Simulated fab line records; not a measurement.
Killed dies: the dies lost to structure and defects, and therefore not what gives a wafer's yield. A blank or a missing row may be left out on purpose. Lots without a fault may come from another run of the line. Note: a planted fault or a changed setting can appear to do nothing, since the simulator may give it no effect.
A struck lot beside a sound one | flow ritCmos | 19 out of 202 route steps
Sound: the wafers L760.1, L760.2, L760.4. Struck: wafers L762.1, L762.3, L762.6. Last of all comes the cause.
For every step that has rows: the tool of each side, followed by ch and its chambers, followed by its first start. Under that, the readings that differ: sound wafers | struck wafers | difference of the means | sigmas: that difference in standard deviations of wafers without a fault.
alike: readings whose means differ by less than 2 such deviations, and words and numbers that are the same on both sides. not compared: withheld readings, readings that some wafer has no value for, bounds like >300 that may hide the same value, and numbers for which the record gives no deviation and whose values overlap.
Wherever a step has rows on one side only, a row that says differs or no value, or a row with sigmas, the two part there. Numbers that don't overlap but have no deviation are shown without sigmas and don't part them. A reading missing from all wafers of one side parts the sides only when that side holds two or more wafers.

first, 1 step without rows for these wafers: RIT_SILICIDE_WET_ETCH_00 (etches SiO2 in BOE, target depth 14 nm, time 15 s).
RIT_SILICIDE_SPUTTER_01: material Ti, target thk 30 nm, time 240 s.
  sound on pvdSputter-02 at day 5 09:53; struck on pvdSputter-04 at day 5 19:24
  alike: throttleValvePct
RIT_SILICIDE_RS_MEAS_02: uses a four-point probe to measure.
  sound on filmMetro-01 at day 5 10:03; struck on filmMetro-01 at day 5 19:33
  alike: SILICIDE_TI_RS
RIT_SILICIDE_THK_MEAS_03: measures by xrf.
  sound on filmMetro-01 at day 5 10:10; struck on filmMetro-01 at day 5 19:40
  alike: SILICIDE_TI_THK
RIT_SILICIDE_RTA_04: time 10 s, ramp up 5 s, ramp down 5 s.
  sound on rtpAnneal-01 ch 0, day 5 10:14; struck on rtpAnneal-01 ch 0, day 5 19:44
  alike: wafer_temp_C_max
then, 1 step without rows for these wafers: RIT_SILICIDE_WET_ETCH_05 (etches Ti in SPM, time 120 s).
RIT_SILICIDE_RTA_06: time 10 s, ramp up 5 s, ramp down 10 s.
  sound on rtpAnneal-02 ch 0, day 5 10:20; struck on rtpAnneal-02 ch 0, day 5 19:50
  alike: wafer_temp_C_max
RIT_CONTACT_CVD_00: deposits SiO2 from TEOS, target thk 400 nm, time 61 s.
  sound on pecvd-04 ch 0,1,2, day 5 10:25; struck on pecvd-02 ch 0,2, day 5 19:54
  alike: heaterPowerW
RIT_CONTACT_THK_MEAS_01:
  sound on filmMetro-03 at day 5 10:28; struck on filmMetro-02 at day 5 19:58
  alike: CONTACT_TEOS_THK
then, 3 steps without rows for these wafers: RIT_CONTACT_HMDS_02 (prime time 60 s); RIT_CONTACT_COAT_03 (resist thk 1000 nm); RIT_CONTACT_SOFTBAKE_04 (time 60 s).
RIT_CONTACT_EXPOSE_05: exposes mask M11, target cd 1000 nm.
  sound on ilineStepper-02 ch 0, day 5 10:58; struck on ilineStepper-02 ch 0, day 5 20:28
reading                       | sound                   | struck            | difference | sigmas
model.CONTACT.overlayXNm (nm) | -0.5269 -0.5269 -0.5269 | 173.8 173.8 173.8 | +174.3     | 
  alike: mask, stageVelMmS
then, 2 steps without rows for these wafers: RIT_CONTACT_PEB_06; RIT_CONTACT_DEVELOP_07 (develop time 120 s).
RIT_CONTACT_CD_MEAS_08 targets a cd of 1000 nm.
  sound on cdSem-02 at day 5 11:29; struck on cdSem-01 at day 5 20:59
  alike: cdNm
RIT_CONTACT_OVL_MEAS_09:
  sound on overlay-01 at day 5 11:36; struck on overlay-02 at day 5 21:06
reading          | sound          | struck            | difference | sigmas
CONTACT_OVL (nm) | -0.9 -0.6 -0.6 | 173.1 172.3 173.2 | +173.6     | +99 or more
then, 1 step without rows for these wafers: RIT_CONTACT_HARDBAKE_10 (time 60 s).
RIT_M1_PROBE_99:
  sound on prober-02 at day 5 16:49; struck on prober-02 at day 6 02:09
reading                               | sound             | struck            | difference | sigmas
model.etest.contactToGate.bvLeftV (V) | 92.45 89.27 91.16 | 176.6 178.8 178.4 | +87.0      | 
  not compared: model.etest.contactToGate.bvRightV, model.etest.contactToGate.short

== WHERE THEY PART ==
RIT_CONTACT_OVL_MEAS_09 only, going by this record.

WHY: what had been put in by the simulator
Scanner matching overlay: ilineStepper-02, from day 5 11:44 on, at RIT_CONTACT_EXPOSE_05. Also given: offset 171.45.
